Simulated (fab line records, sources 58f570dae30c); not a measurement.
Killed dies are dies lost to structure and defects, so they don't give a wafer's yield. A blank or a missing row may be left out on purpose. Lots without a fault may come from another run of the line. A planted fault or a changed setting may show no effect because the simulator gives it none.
One fault seen from 2 desks | flow berkeley_cmos170 | each desk has only its own numbers; what lay behind them comes last

THE TOOL OWNER'S DESK: implanter-04
The tool's own readings at UCB170_NLDD_IMPLANT_09: means of the sampled wafers that have a number, for each lot that ran on this tool. A lot is out of limits, marked OUT, if its mean lies more than 4 standard deviations from the usual mean; the brackets give that distance.
Columns: A = dose_ions_cm2 at UCB170_NLDD_IMPLANT_09, usual 4.999e+13; B = faraday_current_uA at UCB170_NLDD_IMPLANT_09, usual 159
lot  | first seen here | A                           | B
L896 | day 6 18:36     | 5.000e+13                   | 160
L900 | day 7 13:12     | 5.002e+13                   | 161
L909 | day 9 12:22     | 5.537e+13 (+99 or more) OUT | 178 (+6.0) OUT
L911 | day 9 16:16     | 5.543e+13 (+99 or more) OUT | 176 (+5.4) OUT
This desk's finding: out of limits on L909, L911; first on L909, day 9 12:22 (dose_ions_cm2 at UCB170_NLDD_IMPLANT_09). In limits: L896, L900.

THE METROLOGY DESK
What the gauges read, lot by lot, whatever tool the lot ran on: means of the sampled wafers that have a number. A lot is out of limits, marked OUT, if its mean lies more than 4 standard deviations from the usual mean; the brackets give that distance.
Columns: A = NLDD_RS at UCB170_SDANNEAL_RS_MEAS_05, usual 617.9 ohm/sq
lot  | first seen here | A
L894 | day 6 14:12     | 619.9
L895 | day 7 03:10     | 618.7
L896 | day 7 03:28     | 619.4
L899 | day 7 09:52     | 617.6
L898 | day 7 10:04     | 617.2
L897 | day 7 10:26     | 617.4
L900 | day 7 23:29     | 618.9
L901 | day 8 06:28     | 617.6
L909 | day 9 20:50     | 595.9 (-14) OUT
L911 | day 10 04:47    | 595.9 (-14) OUT
L916 | day 11 04:00    | 617.9
L915 | day 11 04:32    | 616.0
L917 | day 11 14:53    | 618.2
This desk's finding: out of limits on L909, L911; first on L909, day 9 20:50 (NLDD_RS at UCB170_SDANNEAL_RS_MEAS_05). In limits: L894, L895, L896, L899, L898, L897, L900, L901, L916, L915, L917.

PUT TOGETHER
The tool owner's desk could have raised an alarm at day 9 12:22, on L909, L911.
The metrology desk could have raised an alarm at day 9 20:50, on L909, L911.
Of the lots named, all ran UCB170_NLDD_IMPLANT_09 on implanter-04.

WHAT THE SIMULATOR HAD PUT IN
Process parameter drift: implanter-04, from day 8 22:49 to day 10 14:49, at UCB170_NLDD_IMPLANT_09. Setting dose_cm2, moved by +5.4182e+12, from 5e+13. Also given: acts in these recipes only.
Lots struck among those shown: L909, L911.
Hours from the fault's start to each desk's first reading out of limits: the tool owner's desk, 14; the metrology desk, 22.
